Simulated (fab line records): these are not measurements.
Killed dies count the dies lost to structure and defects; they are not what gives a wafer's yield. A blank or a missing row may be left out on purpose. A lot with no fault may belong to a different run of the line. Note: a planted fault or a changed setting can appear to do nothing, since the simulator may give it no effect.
Problem report, 8D (eight disciplines) form, completed by code + flow rit_cmos + the parts of the form that need people (team, actions taken, sign-off) are left out

1. WHAT WENT WRONG
rf_fwd_power_W at RIT_GATE_ETCH_19 reads a mean of 185.0 W on 6 wafers of 2 lots; wafers without a fault read 159.3 W with a standard deviation of 0.49. Relative to the usual mean, that is a shift of +52 standard deviations.
The step: etches poly-Si in SF6/CHF3/O2, stops on SiO2, time 165 s, target depth 312.5 nm.
The first sign was on wafer L782.1 at day 7 06:02, on rie_si-02. The record holds 42 wafers of 14 lots with a number at this step. Rule for "out", or "out of limits": more than 4 standard deviations from the usual mean. Any other wafer with a number is counted as sound.

2. WHAT IT IS, WHAT IT ISN'T
| question                    | is                     | is not                                                                                                     |
|-----------------------------|------------------------|------------------------------------------------------------------------------------------------------------|
| which readings at this step | rf_fwd_power_W         | chamber_pressure_mTorr, drypump_motor_current_A, he_backside_leak_sccm, oes_product_au, throttle_valve_pct |
| which lots                  | L782, L784             | L762, L764, L765, L768, L769, L770, L771, L772, L775, L776, L778, L783                                     |
| which wafers of those lots  | all that have a number | -                                                                                                          |
| read on which tools         | rie_si-02              | rie_si-01                                                                                                  |
| when                        | from day 7 06:02       | up to then (33 sound wafers); but 3 sound wafers of L783 came after                                        |

3. THE SUSPECTS, EACH WITH WHAT RULES IT OUT
Counting: a tool at any process step up to the reading remains a suspect when it ran all the lots that are out and ran no sound lot after the first of those.
- rie_si-02 at RIT_GATE_ETCH_19 (etches poly-Si in SF6/CHF3/O2, stops on SiO2, time 165 s, target depth 312.5 nm): kept. It processed each lot that is out, first L782 at day 7 06:02, and no sound lot thereafter; up to then, the last sound lot it processed was L778 at day 6 07:41. On those wafers its own readings are out: rf_fwd_power_W.
The count leaves rie_si-02 at RIT_GATE_ETCH_19.

4. THE CAUSE (what the simulator had put in)
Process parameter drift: rie_si-02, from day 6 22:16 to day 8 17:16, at RIT_GATE_ETCH_19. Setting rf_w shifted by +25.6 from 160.
Counting left only this tool.

5. THE EFFECT CHAIN, in route order
Each row: a reading where the mean over the struck wafers with a number is more than 3 standard deviations away from the usual. Readings are gone through only where the record gives a usual standard deviation; hours: the median, over the lots, of the time from a lot's start at the first step in this table giving one to that lot's start at this step; sigmas: the change measured in usual standard deviations.
| hours | step             | reading        | usual   | on struck wafers | change | sigmas |
|-------|------------------|----------------|---------|------------------|--------|--------|
| 0     | RIT_GATE_ETCH_19 | rf_fwd_power_W | 159.3 W | 185.0            | +25.7  | +52    |
Its process steps:
- RIT_GATE_ETCH_19: etches poly-Si in SF6/CHF3/O2, stops on SiO2, time 165 s, target depth 312.5 nm.

6. HOW IT WOULD HAVE BEEN CAUGHT EARLIER
The fault began at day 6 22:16; the first out-of-limits reading in this record came at day 7 06:02, 8 hours later.
